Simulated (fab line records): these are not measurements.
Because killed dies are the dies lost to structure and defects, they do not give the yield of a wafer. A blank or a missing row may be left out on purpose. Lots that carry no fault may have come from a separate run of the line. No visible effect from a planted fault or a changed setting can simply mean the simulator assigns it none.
Split-lot experiment | flow berkeley-cmos170 | 23 wafers read from 5 lots, route of 331 steps

== SPLIT DETAILS ==
At UCB170_M3_COAT_10 (resist thk 900 nm), the setting resist-thk-nm was moved away from the recipe's 900 nm on 4 of the 23 wafers read, by -3.2% to +4.6%. The other wafers ran this setting at the recipe's value.

== FROM THE SPLIT TO THE READING: what the file shows between them, 4 steps ==
- UCB170_M3_SOFTBAKE_11: time 60 s
- UCB170_M3_EXPOSE_12: exposes mask METAL3, target cd 700 nm
- UCB170_M3_ETCH_17: etches BARC in N2/H2
- UCB170_M3_METAL_ETCH_18: etches Al in Cl2/BCl3, stops on SiO2, target depth 1170 nm, time 195 s

== THE READING ==
oes-product-au, in a.u., at UCB170_M3_STRIP_19 (strips in O2). A value of 0.530 a.u. with a standard deviation of 0.0088 a.u. is what fault-free wafers of this fab line usually give.

wafer  | tool, chamber at the split | resist-thk-nm as run, nm | against the recipe | oes-product-au, a.u. | against lot-mates on the recipe
L075.1 | litho-track-02, 0          | 900                      | recipe             | 0.532                | -
L075.2 | litho-track-02, 0          | 900                      | recipe             | 0.530                | -
L075.3 | litho-track-02, 0          | 900                      | recipe             | 0.528                | -
L075.4 | litho-track-02, 0          | 900                      | recipe             | 0.521                | -
L075.6 | litho-track-02, 0          | 900                      | recipe             | 0.536                | -
L076.2 | litho-track-04, 0          | 900                      | recipe             | 0.520                | -
L076.3 | litho-track-04, 0          | 900                      | recipe             | 0.521                | -
L076.4 | litho-track-04, 0          | 900                      | recipe             | 0.532                | -
L076.5 | litho-track-04, 0          | 871.5                    | -3.2%              | 0.488                | -0.036
L076.6 | litho-track-04, 0          | 871.5                    | -3.2%              | 0.503                | -0.021
L078.2 | litho-track-02, 0          | 941.5                    | +4.6%              | 0.582                | +0.047
L078.3 | litho-track-02, 0          | 900                      | recipe             | 0.529                | -
L078.4 | litho-track-02, 0          | 900                      | recipe             | 0.541                | -
L078.5 | litho-track-02, 0          | 900                      | recipe             | 0.535                | -
L078.6 | litho-track-02, 0          | 941.5                    | +4.6%              | 0.574                | +0.039
L081.1 | litho-track-02, 0          | 900                      | recipe             | 0.526                | -
L081.3 | litho-track-02, 0          | 900                      | recipe             | 0.530                | -
L081.4 | litho-track-02, 0          | 900                      | recipe             | 0.511                | -
L084.1 | litho-track-02, 0          | 900                      | recipe             | 0.542                | -
L084.2 | litho-track-02, 0          | 900                      | recipe             | 0.524                | -
L084.3 | litho-track-02, 0          | 900                      | recipe             | 0.544                | -
L084.5 | litho-track-02, 0          | 900                      | recipe             | 0.534                | -
L084.6 | litho-track-02, 0          | 900                      | recipe             | 0.524                | -

THE FIT
A straight line over all 23 wafers: oes-product-au changes by +0.0106 a.u. for each +1% of resist-thk-nm; r = +0.91; the points scatter about the line by 0.0082 a.u.
The same after taking each lot's own level away (the mean of its wafers on the recipe; 23 wafers): +0.00925 a.u. for each +1%; r = +0.92; scatter 0.0069 a.u.
Per that fit: largest resist-thk-nm move, reading shift of 0.043 a.u.
The lots' own levels span 0.5223 to 0.5350 a.u., that is 1.4 times the standard deviation above.
So the slope is not independent of the lot-to-lot level: the two fits are not the same.
Check: for one of the wafers moved furthest among these (+4.6%), held out of the fit, the line's prediction against its lot-mates is +0.0403 a.u. It came out at +0.047 a.u. against them.

== THE WHOLE CHAIN: every reading that the file lists as answering this split, in the file's order ==
step               | what it does      | reading                                                                   | change (the file's fit)                   | r (the file's)
UCB170_M3_COAT_10  | resist thk 900 nm | KrF_of_M3_COAT_10.thk-nm (the simulator's own value, which no gauge read) | +8.95 nm for each +1% of the setting      | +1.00
UCB170_M3_STRIP_19 | strips in O2      | oes-product-au                                                            | +0.00922 a.u. for each +1% of the setting | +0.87

== THE FILE'S OWN FIT ==
oes-product-au changes by +0.00922 a.u. for each +1% of resist-thk-nm, r = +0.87.
